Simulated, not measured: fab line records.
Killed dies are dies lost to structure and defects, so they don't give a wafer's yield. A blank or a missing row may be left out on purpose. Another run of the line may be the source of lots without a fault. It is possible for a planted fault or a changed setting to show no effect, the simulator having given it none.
Struck lot and sound lot, side by side -- flow berkeley_cmos170 -- 43 steps out of a route of 331
Sound: the wafers L873.1, L873.4, L873.6. Struck: wafer L891.2 (L891.1, L891.3, from the same lot, were not struck and are left out); the cause is given at the end.
Per side, at each step with rows, come the tool, then ch with its chambers, and then its first start. Under that, the readings that differ: sound wafers -- struck wafers -- difference of the means -- sigmas: that difference in standard deviations of wafers without a fault.
alike: a reading whose means differ by less than 2 such deviations, as well as words and numbers matching on both sides. not compared: withheld readings; readings where some wafer has no value; bounds like >300 that might hide an equal value; numbers whose values overlap and for which the record gives no deviation.
A row with sigmas, a row that says differs or no value, or rows on one side alone: a step with any of these is where the two part. When numbers do not overlap yet have no deviation, they are printed without sigmas and do not part them. A reading that every wafer of one side lacks parts them only if that side has two wafers or more.

UCB170_ACTIVE_THK_MEAS_03:
  struck on film_metro-04, day 9 08:23; sound on film_metro-01, day 6 07:04
  alike: ACTIVE_OXIDE_THK
then, 2 steps without rows for these wafers: UCB170_ACTIVE_ANNEAL_04 (time 900 s); UCB170_ACTIVE_CVD_05 (deposits Si3N4 from SiH2Cl2/NH3, target thk 220 nm, time 3300 s).
UCB170_ACTIVE_THK_MEAS_06:
  struck on film_metro-04, day 9 17:24; sound on film_metro-01, day 6 16:15
  alike: ACTIVE_NITRIDE_THK
then, 6 steps without rows for these wafers: UCB170_ACTIVE_HMDS_07 (prime time 60 s); UCB170_ACTIVE_COAT_08 (resist thk 900 nm); UCB170_ACTIVE_SOFTBAKE_09 (time 60 s); UCB170_ACTIVE_EXPOSE_10 (exposes mask ACTIVE, target cd 1200 nm); UCB170_ACTIVE_PEB_11; UCB170_ACTIVE_DEVELOP_12 (develop time 45 s).
UCB170_ACTIVE_CD_MEAS_13: the cd target is 1200 nm.
  struck on cd_sem-02, day 9 18:38; sound on cd_sem-01, day 6 18:06
  alike: cd_nm
UCB170_ACTIVE_OVL_MEAS_14:
  struck on overlay-01, day 9 18:45; sound on overlay-02, day 6 18:13
  alike: ACTIVE_OVL
UCB170_ACTIVE_ETCH_15: etches Si3N4 in CH3F/Ar/O2, stops on SiO2, target depth 242 nm, time 151 s.
  sound on rie_diel-03 ch 0,2, day 6 18:15; struck on rie_diel-02 ch 3, day 9 18:47
reading,sound,struck,difference,sigmas
throttle_valve_pct (%),7.83 7.93 7.83,8.10,+0.24,+2
  alike: drypump_motor_current_A, oes_product_au
  not compared: rf_hours_counter_h
UCB170_ACTIVE_STRIP_16: strips in O2.
  sound on plasma_asher-01 ch 1, day 6 18:21; struck on plasma_asher-02 ch 1, day 9 18:53
  alike: drypump_motor_current_A, oes_product_au, strip_time_to_endpoint_s
  not compared: rf_hours_counter_h
UCB170_ACTIVE_CD_MEAS_90: the cd target is 1200 nm.
  struck on cd_sem-02, day 9 19:07; sound on cd_sem-01, day 6 18:27
  alike: cd_nm
then, 7 steps without rows for these wafers: UCB170_ACTIVE_CLEAN_17 (cleans in SPM, time 600 s); UCB170_PFIELD_HMDS_00 (prime time 60 s); UCB170_PFIELD_COAT_01 (resist thk 900 nm); UCB170_PFIELD_SOFTBAKE_02 (time 60 s); UCB170_PFIELD_EXPOSE_03 (exposes mask PFIELD, target cd 1500 nm); UCB170_PFIELD_PEB_04; UCB170_PFIELD_DEVELOP_05 (develop time 45 s).
UCB170_PFIELD_OVL_MEAS_06:
  struck on overlay-01, day 9 21:34; sound on overlay-01, day 6 20:52
  alike: PFIELD_OVL
following that, these wafers have no rows for 1 step: UCB170_PFIELD_IMPLANT_07.
UCB170_PFIELD_STRIP_08: strips in O2.
  sound on plasma_asher-03 ch 0,1, day 6 21:04; struck on plasma_asher-01 ch 0, day 9 21:45
reading,sound,struck,difference,sigmas
strip_time_to_endpoint_s (s),21.53 21.55 21.50,21.81,+0.28,+4
  alike: drypump_motor_current_A, oes_product_au
  not compared: rf_hours_counter_h
UCB170_PFIELD_TW_MEAS_09:
  struck on film_metro-02, day 9 21:51; sound on film_metro-03, day 6 21:10
  alike: PFIELD_TW
then, 2 steps without rows for these wafers: UCB170_FIELD_CLEAN_00 (cleans in dHF, time 7.5 s); UCB170_FIELD_OXIDATION_01 (target thk 558.3 nm, ox time 7200 s).
UCB170_FIELD_THK_MEAS_02:
  struck on film_metro-02, day 10 04:00; sound on film_metro-04, day 7 06:08
  alike: FIELD_OXIDE_THK
then, 4 steps without rows for these wafers: UCB170_FIELD_ANNEAL_03 (time 1200 s); UCB170_FIELD_WET_ETCH_04 (etches SiO2 in dHF, time 60 s); UCB170_FIELD_WET_ETCH_05 (etches Si3N4 in H3PO4, time 12600 s); UCB170_FIELD_WET_ETCH_06 (etches SiO2 in BOE, time 22 s).
UCB170_FIELD_THK_MEAS_90:
  struck on film_metro-04, day 10 15:01; sound on film_metro-01, day 7 11:11
  alike: FIELD_OXIDE_LEFT_1_THK
then, 2 steps without rows for these wafers: UCB170_SACOX_CLEAN_00 (cleans in dHF, time 7.5 s); UCB170_SACOX_OXIDATION_01 (target thk 14.4 nm, ox time 2400 s).
UCB170_SACOX_THK_MEAS_02:
  struck on film_metro-04, day 10 22:35; sound on film_metro-04, day 7 16:49
  alike: SACOX_OXIDE_THK
then, 2 steps without rows for these wafers: UCB170_SCREENOX_WET_ETCH_00 (etches SiO2 in dHF, time 200 s); UCB170_SCREENOX_OXIDATION_01 (target thk 14.4 nm, ox time 2400 s).
UCB170_SCREENOX_THK_MEAS_02:
  struck on film_metro-01, day 11 04:07; sound on film_metro-04, day 7 21:38
  alike: SCREENOX_OXIDE_THK
then, 2 steps without rows for these wafers: UCB170_SCREENOX_ANNEAL_03 (time 900 s); UCB170_NVT_HMDS_00 (prime time 60 s).
-- the record jumps here: 3 days lie between the struck wafers' starts before and after (it left off in module NVT and takes up again in module M3, whose first step shown is number 331 of the route) --
UCB170_M3_PROBE_99:
  the record has rows for the struck wafers here (prober-02, day 14 03:58) and none for the sound ones

== WHERE THEY PART ==
Last at UCB170_M3_PROBE_99 as far as this record goes, first at UCB170_ACTIVE_ETCH_15.

WHY: what the simulator had put in
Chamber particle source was rie_diel-02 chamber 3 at UCB170_ACTIVE_ETCH_15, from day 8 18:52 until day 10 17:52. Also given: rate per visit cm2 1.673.
